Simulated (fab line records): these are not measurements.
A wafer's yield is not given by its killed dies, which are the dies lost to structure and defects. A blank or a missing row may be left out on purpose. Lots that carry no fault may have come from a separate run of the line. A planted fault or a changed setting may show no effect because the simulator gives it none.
Which tool was responsible? | flow berkeleyCmos170 | 7 lots with 21 wafers sampled at 2 steps, on a route of 331 steps

== WHAT THE GAUGES READ, wafer by wafer ==
UCB170_PLDD_TW_MEAS_11.
lot  | measured     | on           | PLDD_TW
L259 | day 7 00:52  | filmMetro-02 | 1023 1021 1017
L263 | day 7 12:49  | filmMetro-02 | 1027 1016 1020
L264 | day 8 10:29  | filmMetro-03 | 1003 996 1001
L269 | day 9 21:19  | filmMetro-02 | 1012 1020 1016
L278 | day 11 00:44 | filmMetro-03 | 925 923 926
L277 | day 11 12:07 | filmMetro-02 | 1011 1011 1015
L282 | day 12 02:47 | filmMetro-02 | 1014 1014 1011

== WHAT TOOL EACH LOT RAN ON (gives the tool, then ch and the chambers of the sampled wafers, and finally the start) ==
lot  | UCB170_PLDD_IMPLANT_08
L259 | implanter-02 ch 0, day 7 00:30
L263 | implanter-04 ch 0, day 7 12:25
L264 | implanter-02 ch 0, day 8 10:07
L269 | implanter-04 ch 0, day 9 20:56
L278 | implanter-02 ch 0, day 11 00:20
L277 | implanter-04 ch 0, day 11 11:43
L282 | implanter-04 ch 0, day 12 02:23
- UCB170_PLDD_IMPLANT_08

== THE ANSWER, worked out from the rows above alone ==
Rule: the lots themselves supply what counts as usual. The widest of any qualifying gaps counts: lots, ordered by their means at a reading, are off when they make up no more than a third of the lots, leave a main group of 4 or more, and stand apart from it by 3 or more times the standard deviation of that group's means. If all means in a main group match to the digits the tables above print for the reading, that group is not used. Also off: a lot with no number at a reading for which 4 or more lots have one. All remaining lots with rows at the step are treated as sound.
Off: L278, at UCB170_PLDD_TW_MEAS_11 (PLDD_TW). For the main group the mean is 1014 and the standard deviation 7.
A tool fits if, at a process step before that reading, it ran every lot that is off, and no sound lot after the first of them. Those tools and the gauges at UCB170_PLDD_TW_MEAS_11 are tried in the same way. Can't be told from this: 2 tools fit, implanter-02 at UCB170_PLDD_IMPLANT_08, filmMetro-03 at UCB170_PLDD_TW_MEAS_11.

== WHAT WAS PUT IN BY THE SIMULATOR ==
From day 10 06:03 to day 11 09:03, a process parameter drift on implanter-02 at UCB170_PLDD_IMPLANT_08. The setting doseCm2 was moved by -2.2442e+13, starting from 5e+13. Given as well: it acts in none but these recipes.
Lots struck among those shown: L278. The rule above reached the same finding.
